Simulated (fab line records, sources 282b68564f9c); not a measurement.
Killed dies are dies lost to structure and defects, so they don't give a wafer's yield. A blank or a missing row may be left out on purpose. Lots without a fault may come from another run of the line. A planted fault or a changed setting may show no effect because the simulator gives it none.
Split-lot experiment | flow rit_cmos | 5 lots, 23 wafers read, on a route of 202 steps

THE SPLIT
At RIT_NWELL_COAT_01 (resist thk 1300 nm), the setting resist_thk_nm was moved away from the recipe's 1300 nm on 7 of the 23 wafers read, by -5.3% to +1.8%. The other wafers ran this setting at the recipe's value.

FROM THE SPLIT TO THE READING: what the file shows between them, 3 steps
- RIT_NWELL_SOFTBAKE_02: time 60 s
- RIT_NWELL_EXPOSE_03: exposes mask M2, target cd 43900 nm
- RIT_NWELL_DEVELOP_05: develop time 68 s

THE READING
NOVOLAK_of_NWELL_COAT_01.thk_nm (the simulator's own value, which no gauge read), in nm, at RIT_NWELL_HARDBAKE_07 (time 120 s). The file gives no usual value for it. The 16 wafers here that ran the recipe average 1133 nm, standard deviation 2.4 nm.

wafer  | tool, chamber at the split | resist_thk_nm as run, nm | against the recipe | NOVOLAK_of_NWELL_COAT_01.thk_nm, nm | against lot-mates on the recipe
L074.2 | litho_track-03, 0          | 1323                     | +1.8%              | 1149                                | +19
L074.3 | litho_track-03, 0          | 1323                     | +1.8%              | 1150                                | +20
L074.4 | litho_track-03, 0          | 1300                     | recipe             | 1130                                | -
L074.5 | litho_track-03, 0          | 1300                     | recipe             | 1132                                | -
L074.6 | litho_track-03, 0          | 1300                     | recipe             | 1128                                | -
L076.2 | litho_track-02, 0          | 1300                     | recipe             | 1134                                | -
L076.5 | litho_track-02, 0          | 1300                     | recipe             | 1134                                | -
L076.6 | litho_track-02, 0          | 1300                     | recipe             | 1130                                | -
L080.1 | litho_track-04, 0          | 1300                     | recipe             | 1137                                | -
L080.4 | litho_track-04, 0          | 1300                     | recipe             | 1137                                | -
L080.3 | litho_track-04, 0          | 1300                     | recipe             | 1134                                | -
L080.5 | litho_track-04, 0          | 1300                     | recipe             | 1136                                | -
L080.6 | litho_track-04, 0          | 1300                     | recipe             | 1133                                | -
L081.1 | litho_track-03, 0          | 1300                     | recipe             | 1134                                | -
L081.2 | litho_track-03, 0          | 1300                     | recipe             | 1134                                | -
L081.4 | litho_track-03, 0          | 1231                     | -5.3%              | 1073                                | -61
L081.5 | litho_track-03, 0          | 1231                     | -5.3%              | 1073                                | -61
L081.6 | litho_track-03, 0          | 1300                     | recipe             | 1133                                | -
L084.2 | litho_track-02, 0          | 1268                     | -2.5%              | 1105                                | -27
L084.3 | litho_track-02, 0          | 1300                     | recipe             | 1132                                | -
L084.5 | litho_track-02, 0          | 1300                     | recipe             | 1132                                | -
L084.4 | litho_track-02, 0          | 1268                     | -2.5%              | 1106                                | -26
L084.6 | litho_track-02, 0          | 1268                     | -2.5%              | 1103                                | -29

THE FIT
A straight line over all 23 wafers: NOVOLAK_of_NWELL_COAT_01.thk_nm changes by +11.1 nm for each +1% of resist_thk_nm; r = +0.99; the points scatter about the line by 2.4 nm.
The same after taking each lot's own level away (the mean of its wafers on the recipe; 23 wafers): +11.3 nm for each +1%; r = +1.00; scatter 1.4 nm.
On that fit, the largest move of resist_thk_nm shifts the reading by 60 nm.
The lots' own levels span 1130.0 to 1135.4 nm, that is 2.3 times the standard deviation above.
So the lot-to-lot level changes the slope little: the two slopes agree.
Check: with one of the wafers moved furthest among these (-5.3%) left out of the fit, the line predicts -59.8 nm for it against its lot-mates. It came out at -60.7 nm against them.

OTHER SPLITS ON THESE WAFERS
These wafers also went through other splits before the reading. Each is held against what the fit with the lots' levels taken away leaves over:
other split on the same wafers   | wafers away from the commonest value | r with NOVOLAK_of_NWELL_COAT_01.thk_nm (lot level and that fit taken away)
RIT_ACTIVE_COAT_06 resist_thk_nm | 6                                    | +0.05
RIT_FOX1_OXIDATION_00 ox_time_s  | 15                                   | -0.10

THE WHOLE CHAIN: every reading that the file lists as answering this split, in the file's order
step                  | what it does       | reading                                                                          | change (the file's fit)              | r (the file's)
RIT_NWELL_COAT_01     | resist thk 1300 nm | NOVOLAK_of_NWELL_COAT_01.thk_nm (the simulator's own value, which no gauge read) | +13.3 nm for each +1% of the setting | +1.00
RIT_NWELL_HARDBAKE_07 | time 120 s         | NOVOLAK_of_NWELL_COAT_01.thk_nm (the simulator's own value, which no gauge read) | +11.4 nm for each +1% of the setting | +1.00

THE FILE'S OWN FIT
NOVOLAK_of_NWELL_COAT_01.thk_nm changes by +11.4 nm for each +1% of resist_thk_nm, r = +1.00.
